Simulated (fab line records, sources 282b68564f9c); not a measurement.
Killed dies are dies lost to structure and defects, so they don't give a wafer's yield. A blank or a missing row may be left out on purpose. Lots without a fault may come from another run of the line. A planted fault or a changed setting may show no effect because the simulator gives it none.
fab line records | flow rit_cmos
record lots=14 wafers=42 last_day=8
route steps=202 shown NWELL@38 PWELL@49 SDANNEAL@156 PSD@157 PLDD@159 CONTACT@180 M1@202
lots that met no fault: from a run of the same line without faults
start_h: hours from the record's first day to the start of the lot's first wafer shown | wait_h: hours since the lot's step before | " the same as in the row above | L1.1+2: a row that stands for several wafers | - no value, or no start given | * or withheld: withheld | < > ~ a bound
route shown NAME@n: a module of which the file shows steps, and the number in the route of the first | usual: mean/standard deviation of fault-free wafers | same: alike in all rows | chamber/n: place in a boat | sites: the reading at each site | _std_site: their standard deviation | _edge_site: outer sites' mean less inner sites' | radius_mm: how far each site lies from the wafer's centre | mask NAME#n: copy n | behind: the tool/chamber that last shaped the wafer | hold: why the lot was held/for how many hours/how that ended | device: the transistor (n, p or np) that didn't switch | end of line: the same wafers' tests at the end of the route | a step without rows: its recipe alone | killed: dies lost to structure and defects at the first sort, not the wafer's yield | map: a wafer's dies, x killed, . not, _ none there
set.NAME: the setting as run; set.NAME@STEP: as run at that earlier step | model.NAME: the simulator's own value behind a step, which no gauge read
steps of the route over a sample of lots; a table a step, a row a wafer
services: from which hour (start_h, from the record's first day; less than 0 if before it) a tool's chamber was out of use, for how many hours, and why
## steps
# step RIT_NWELL_TW_MEAS_10
# usual NWELL_TW=2138/13
# columns lot.wafer tool chamber start_h wait_h NWELL_TW
L896.3 film_metro-01 - 21.01 0.1 2148
L896.4 " - " " 2136
L896.6 " - " " 2139
L898.1 film_metro-04 - 31.77 0.1 2123
L898.2 " - " " 2124
L898.6 " - " " 2109
L900.1 film_metro-04 - 41.58 0.1 2118
L900.4 " - " " 2114
L900.6 " - " " 2111
L901.3 film_metro-01 - 45.83 0.1 2120
L901.4 " - " " 2117
L901.5 " - " " 2117
L902.2 film_metro-02 - 50.88 0.1 2133
L902.5 " - " " 2137
L902.6 " - " " 2144
L903.1 film_metro-02 - 57.20 0.1 2155
L903.3 " - " " 2147
L903.4 " - " " 2147
L908.3 film_metro-02 - 82.09 0.1 2133
L908.4 " - " " 2137
L908.5 " - " " 2143
L910.1 film_metro-04 - 91.71 0.1 2137
L910.2 " - " " 2137
L910.5 " - " " 2138
L912.3 film_metro-04 - 102.49 0.1 2123
L912.4 " - " " 2119
L912.5 " - " " 2118
L914.3 film_metro-02 - 112.02 0.1 2159
L914.5 " - " " 2156
L914.6 " - " " 2150
L915.1 film_metro-04 - 117.28 0.1 2121
L915.4 " - " " 2115
L915.6 " - " " 2117
L916.1 film_metro-02 - 122.47 0.1 2151
L916.2 " - " " 2150
L916.4 " - " " 2153
L917.2 film_metro-04 - 127.62 0.1 2136
L917.4 " - " " 2134
L917.6 " - " " 2131
L919.3 film_metro-04 - 139.66 0.1 2137
L919.4 " - " " 2153
L919.6 " - " " 2144
# step RIT_PWELL_TW_MEAS_10
# usual PWELL_TW=947/5.2
# columns lot.wafer tool chamber start_h wait_h PWELL_TW
L896.3 film_metro-04 - 22.84 0.1 953
L896.4 " - " " 956
L896.6 " - " " 947
L898.1 film_metro-04 - 33.32 0.1 941
L898.2 " - " " 945
L898.6 " - " " 946
L900.1 film_metro-01 - 43.26 0.1 938
L900.4 " - " " 939
L900.6 " - " " 941
L901.3 film_metro-02 - 47.54 0.1 954
L901.4 " - " " 953
L901.5 " - " " 955
L902.2 film_metro-04 - 52.43 0.1 951
L902.5 " - " " 955
L902.6 " - " " 959
L903.1 film_metro-02 - 58.75 0.1 951
L903.3 " - " " 953
L903.4 " - " " 953
L908.3 film_metro-04 - 83.72 0.1 950
L908.4 " - " " 947
L908.5 " - " " 949
L910.1 film_metro-04 - 93.39 0.1 945
L910.2 " - " " 947
L910.5 " - " " 944
L912.3 film_metro-04 - 104.04 0.1 936
L912.4 " - " " 940
L912.5 " - " " 934
L914.3 film_metro-02 - 113.57 0.1 945
L914.5 " - " " 952
L914.6 " - " " 951
L915.1 film_metro-01 - 118.83 0.1 946
L915.4 " - " " 946
L915.6 " - " " 942
L916.1 film_metro-04 - 124.03 0.1 947
L916.2 " - " " 945
L916.4 " - " " 948
L917.2 film_metro-04 - 129.17 0.1 944
L917.4 " - " " 941
L917.6 " - " " 946
L919.3 film_metro-04 - 141.21 0.1 944
L919.4 " - " " 944
L919.6 " - " " 942
# step RIT_SDANNEAL_RTA_03
# recipe temp_c=1050 time_s=5 idle_temp_c=600 ramp_up_c_per_s=342 ramp_down_c_per_s=171 cool_to_c=600 ambient=N2
# usual chamber_o2_ppm=2.001/0.023 wafer_temp_C_max=1053.7/1.2
# columns lot.wafer tool chamber start_h wait_h chamber_o2_ppm wafer_temp_C_max
L896.3 rtp_anneal-02 0 48.62 0.0 1.992 1052.3
L896.4 " 0 " " 1.986 1052.8
L896.6 " 0 " " 1.998 1055.1
L898.1 rtp_anneal-02 0 60.86 0.0 1.996 1054.9
L898.2 " 0 " " 1.999 1051.8
L898.6 " 0 " " 2.051 1054.8
L900.1 rtp_anneal-02 0 73.12 0.0 2.012 1053.7
L900.4 " 0 " " 2.000 1052.5
L900.6 " 0 " " 1.979 1052.1
L901.3 rtp_anneal-01 0 75.47 0.0 2.013 1055.6
L901.4 " 0 " " 1.939 1055.7
L901.5 " 0 " " 2.007 1053.5
L902.2 rtp_anneal-02 0 78.43 0.0 2.015 1053.5
L902.5 " 0 " " 1.992 1053.1
L902.6 " 0 " " 2.021 1053.5
L903.1 rtp_anneal-01 0 85.48 0.0 1.992 1052.8
L903.3 " 0 " " 1.987 1056.2
L903.4 " 0 " " 1.974 1056.5
L908.3 rtp_anneal-02 0 112.47 0.0 2.027 1052.9
L908.4 " 0 " " 2.011 1052.6
L908.5 " 0 " " 2.010 1054.6
L910.1 rtp_anneal-02 0 120.32 0.0 1.988 1052.4
L910.2 " 0 " " 2.006 1054.3
L910.5 " 0 " " 2.031 1052.9
L912.3 rtp_anneal-02 0 134.58 0.0 1.965 1053.7
L912.4 " 0 " " 1.980 1053.1
L912.5 " 0 " " 1.974 1055.4
L914.3 rtp_anneal-02 0 144.62 0.0 1.992 1054.7
L914.5 " 0 " " 1.987 1055.1
L914.6 " 0 " " 1.987 1051.5
L915.1 rtp_anneal-01 0 151.26 0.0 2.054 1054.7
L915.4 " 0 " " 2.034 1051.8
L915.6 " 0 " " 2.013 1052.4
L916.1 rtp_anneal-02 0 154.59 0.0 1.956 1052.2
L916.2 " 0 " " 2.010 1054.5
L916.4 " 0 " " 1.989 1055.1
L917.2 rtp_anneal-01 0 163.56 0.0 2.021 1051.9
L917.4 " 0 " " 2.044 1052.3
L917.6 " 0 " " 2.010 1054.2
L919.3 rtp_anneal-01 0 176.78 0.0 2.025 1053.6
L919.4 " 0 " " 2.039 1054.0
L919.6 " 0 " " 2.002 1052.5
# step RIT_SDANNEAL_RS_MEAS_04
# recipe thk_meas_gauge=four-point-probe
# usual PSD_RS=115.92/0.26
# columns lot.wafer tool chamber start_h wait_h PSD_RS[ohm/sq]
L896.3 film_metro-03 - 48.70 0.1 116.55
L896.4 " - " " 116.03
L896.6 " - " " 116.08
L898.1 film_metro-03 - 60.92 0.0 116.32
L898.2 " - " " 116.03
L898.6 " - " " 116.32
L900.1 film_metro-02 - 73.18 0.0 115.88
L900.4 " - " " 116.12
L900.6 " - " " 115.98
L901.3 film_metro-02 - 75.55 0.1 113.65
L901.4 " - " " 113.64
L901.5 " - " " 113.80
L902.2 film_metro-02 - 78.50 0.1 116.20
L902.5 " - " " 116.44
L902.6 " - " " 115.53
L903.1 film_metro-02 - 85.54 0.0 113.90
L903.3 " - " " 113.76
L903.4 " - " " 113.91
L908.3 film_metro-02 - 112.55 0.1 115.62
L908.4 " - " " 115.66
L908.5 " - " " 115.67
L910.1 film_metro-02 - 120.37 0.0 115.89
L910.2 " - " " 115.74
L910.5 " - " " 115.91
L912.3 film_metro-02 - 134.66 0.1 116.04
L912.4 " - " " 115.95
L912.5 " - " " 115.97
L914.3 film_metro-03 - 144.69 0.1 115.94
L914.5 " - " " 115.58
L914.6 " - " " 115.50
L915.1 film_metro-02 - 151.31 0.0 116.16
L915.4 " - " " 116.25
L915.6 " - " " 116.13
L916.1 film_metro-03 - 154.65 0.0 115.84
L916.2 " - " " 115.78
L916.4 " - " " 116.04
L917.2 film_metro-03 - 163.63 0.1 116.29
L917.4 " - " " 116.07
L917.6 " - " " 115.94
L919.3 film_metro-02 - 176.86 0.1 115.80
L919.4 " - " " 115.71
L919.6 " - " " 115.86
# step RIT_SDANNEAL_RS_MEAS_06
# recipe thk_meas_gauge=four-point-probe
# usual PLDD_RS=176.9/0.5
# columns lot.wafer tool chamber start_h wait_h PLDD_RS[ohm/sq]
L896.3 film_metro-03 - 48.94 0.1 177.1
L896.4 " - " " 177.5
L896.6 " - " " 177.7
L898.1 film_metro-03 - 61.16 0.1 178.2
L898.2 " - " " 177.8
L898.6 " - " " 177.8
L900.1 film_metro-02 - 73.42 0.1 177.6
L900.4 " - " " 177.1
L900.6 " - " " 177.6
L901.3 film_metro-02 - 75.79 0.1 174.4
L901.4 " - " " 174.4
L901.5 " - " " 174.9
L902.2 film_metro-02 - 78.74 0.1 176.5
L902.5 " - " " 176.5
L902.6 " - " " 176.0
L903.1 film_metro-02 - 85.78 0.1 175.2
L903.3 " - " " 175.0
L903.4 " - " " 175.3
L908.3 film_metro-02 - 112.79 0.1 175.8
L908.4 " - " " 176.3
L908.5 " - " " 176.6
L910.1 film_metro-02 - 120.61 0.1 176.7
L910.2 " - " " 177.4
L910.5 " - " " 176.7
L912.3 film_metro-02 - 134.90 0.1 176.4
L912.4 " - " " 176.9
L912.5 " - " " 176.5
L914.3 film_metro-03 - 144.93 0.1 176.6
L914.5 " - " " 176.9
L914.6 " - " " 176.7
L915.1 film_metro-02 - 151.55 0.1 177.4
L915.4 " - " " 177.9
L915.6 " - " " 177.7
L916.1 film_metro-03 - 154.89 0.1 176.9
L916.2 " - " " 176.7
L916.4 " - " " 176.8
L917.2 film_metro-03 - 163.87 0.1 177.2
L917.4 " - " " 176.9
L917.6 " - " " 177.0
L919.3 film_metro-02 - 177.10 0.1 177.2
L919.4 " - " " 177.4
L919.6 " - " " 177.8
# step RIT_CONTACT_STRIP_12
# recipe chemistry=O2 time_s=180 resist=NOVOLAK platen_temp_c=withheld power_w=500 pressure_mtorr=4000 o2_flow_sccm=4000
# usual drypump_motor_current_A=5.7/0.54 rf_refl_power_W=6.8/1.4
# columns lot.wafer tool chamber start_h wait_h drypump_motor_current_A rf_hours_counter_h rf_refl_power_W
L896.3 plasma_asher-03 0 51.47 0.2 6.5 - 7.7
L896.4 " 1 " " 5.7 - 7.6
L896.6 " 1 " " 5.7 - 7.3
L898.1 plasma_asher-03 0 63.63 0.1 6.5 28 8.6
L898.2 " 1 " " 5.7 28 7.6
L898.6 " 1 " " 5.7 - 7.4
L900.1 plasma_asher-02 0 75.75 0.1 5.2 45 4.6
L900.4 " 0 " " 5.2 - 4.6
L900.6 " 0 " " 5.2 - 4.6
L901.3 plasma_asher-03 0 78.29 0.2 6.5 - 8.1
L901.4 " 1 " " 5.7 - 7.1
L901.5 " 1 " " 5.7 - 7.1
L902.2 plasma_asher-02 1 81.05 0.1 5.1 45 5.6
L902.5 " 0 " " 5.2 - 4.3
L902.6 " 1 " " 5.1 - 5.6
L903.1 plasma_asher-02 0 88.58 0.1 5.2 46 4.4
L903.3 " 0 " " 5.2 - 4.5
L903.4 " 1 " " 5.2 - 5.4
L908.3 plasma_asher-02 1 115.19 0.2 5.1 - 5.5
L908.4 " 0 " " 5.2 - 4.6
L908.5 " 1 " " 5.1 - 5.2
L910.1 plasma_asher-04 1 123.02 0.1 6.3 50 7.9
L910.2 " 0 " " 5.5 50 7.9
L910.5 " 1 " " 6.3 - 7.9
L912.3 plasma_asher-03 1 137.38 0.2 5.7 - 7.4
L912.4 " 0 " " 6.5 - 8.1
L912.5 " 1 " " 5.7 - 7.2
L914.3 plasma_asher-03 1 147.44 0.2 5.7 - 7.6
L914.5 " 1 " " 5.7 - 7.4
L914.6 " 0 " " 6.5 - 8.2
L915.1 plasma_asher-03 0 154.01 0.1 6.6 38 8.2
L915.4 " 0 " " 6.5 - 8.2
L915.6 " 0 " " 6.5 - 8.0
L916.1 plasma_asher-02 0 157.22 0.1 5.2 54 4.5
L916.2 " 1 " " 5.2 54 5.5
L916.4 " 1 " " 5.2 - 5.5
L917.2 plasma_asher-03 0 166.21 0.1 6.5 39 8.7
L917.4 " 1 " " 5.7 - 7.5
L917.6 " 0 " " 6.5 - 8.4
L919.3 plasma_asher-02 1 179.45 0.2 5.2 - 5.5
L919.4 " 0 " " 5.2 - 4.5
L919.6 " 0 " " 5.2 - 4.6
# step RIT_M1_PROBE_99
# usual killed_at_contacts=0.1/0.31 killed_at_front_end=6.3/3 killed_dies=6.4/3 killed_open=3/1.9 killed_short=3.4/1.9
# same gross_dies=264 killed_at_M0_to_M3=0 killed_at_M4_up=0 killed_at_back_side=0 killed_at_other=0
# columns lot.wafer tool chamber start_h wait_h killed_at_contacts killed_at_front_end killed_dies killed_open killed_short
L902.2 prober-01 - 85.98 0.1 0 7 7 5 2
L902.5 prober-01 - 86.13 0.2 0 5 5 2 3
L902.6 prober-01 - 86.18 0.2 0 12 12 6 6
L910.1 prober-01 - 127.88 0.1 0 2 2 1 1
L910.2 prober-01 - 127.93 0.1 1 3 4 3 1
L910.5 prober-01 - 128.08 0.2 0 10 10 6 4
L912.3 prober-01 - 142.39 0.2 0 8 8 3 5
L912.4 prober-01 - 142.44 0.2 0 4 4 3 1
L912.5 prober-01 - 142.49 0.2 1 5 6 3 3
L915.1 prober-02 - 159.59 0.1 0 5 5 1 4
L915.4 prober-02 - 159.74 0.2 0 2 2 1 1
L915.6 prober-02 - 159.84 0.2 0 7 7 3 4
# killed by level:class
L902.2 SPACER:geometric_particle:open=3 SILICIDE:geometric_particle:open=2 GATE:geometric_particle:short=1 SILICIDE:geometric_particle:short=1
L902.5 SPACER:geometric_particle:short=2 FOX1:geometric_particle:open=1 SILICIDE:geometric_particle:short=1 SILICIDE:geometric_particle:open=1
L902.6 SPACER:geometric_particle:open=3 SPACER:geometric_particle:short=2 FOX1:geometric_particle:short=1 FOX2:geometric_particle:short=1 GATE:geometric_particle:short=1 GATE:geometric_particle:open=1 REOX:geometric_particle:open=1 SILICIDE:geometric_particle:open=1
L910.1 FOX1:geometric_particle:open=1 SPACER:geometric_particle:short=1
L910.2 GATE:geometric_particle:open=1 SILICIDE:geometric_particle:short=1 SILICIDE:geometric_particle:open=1 CONTACT:geometric_particle:open=1
L910.5 FOX1:geometric_particle:short=2 SPACER:geometric_particle:open=2 SILICIDE:geometric_particle:open=2 FOX2:geometric_particle:open=1 REOX:geometric_particle:open=1 REOX:geometric_particle:short=1 SILICIDE:geometric_particle:short=1
L912.3 GATE:geometric_particle:short=2 REOX:geometric_particle:short=2 FOX1:geometric_particle:open=1 FOX1:geometric_particle:short=1 GATE:geometric_particle:open=1 SPACER:geometric_particle:open=1
L912.4 REOX:geometric_particle:open=2 GATE:geometric_particle:open=1 REOX:geometric_particle:short=1
L912.5 REOX:geometric_particle:open=2 GATE:geometric_particle:open=1 GATE:geometric_particle:short=1 REOX:geometric_particle:short=1 CONTACT:geometric_particle:short=1
L915.1 GATE:geometric_particle:short=2 SPACER:geometric_particle:short=1 SPACER:geometric_particle:open=1 SILICIDE:geometric_particle:short=1
L915.4 SPACER:geometric_particle:open=1 SPACER:geometric_particle:short=1
L915.6 GATE:geometric_particle:short=3 FOX2:geometric_particle:open=1 FOX2:geometric_particle:short=1 GATE:geometric_particle:open=1 SPACER:geometric_particle:open=1
## services
# columns tool chamber start_h hours kind
plasma_asher-04 - 57.82 14.6 pm
plasma_asher-04 - 74.78 2.2 repair
plasma_asher-02 - 77.73 3.1 repair
plasma_asher-04 - 114.19 2.8 repair
plasma_asher-04 - 129.31 4.3 pm
## key
first_sign step=RIT_SDANNEAL_RS_MEAS_04 reading=PSD_RS direction=down sigmas=8.1 usual=115.92 struck=113.78
effect step=RIT_SDANNEAL_RS_MEAS_06 reading=PLDD_RS direction=down sigmas=4.1 usual=176.9 struck=174.9
met_at RIT_SDANNEAL_RTA_03
struck_lots L901,L903
tester_left_out L901,L903
not_acting_at RIT_NWELL_TW_MEAS_10,RIT_PWELL_TW_MEAS_10,RIT_CONTACT_STRIP_12
fault kind=process_parameter_drift tool=rtp_anneal-01 chamber=- onset_h=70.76 steps=RIT_SDANNEAL_RTA_03 channel=time_s offset=* shape=step end_h=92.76 acts_in=* stated=*
# tester_left_out: of these lots the tester's yield and bins aren't shown, on N5 and GAA mostly nor the transistor test; their killed dies are dies lost to structure and defects alone, not to doping, threshold or leakage, so they don't give the yield
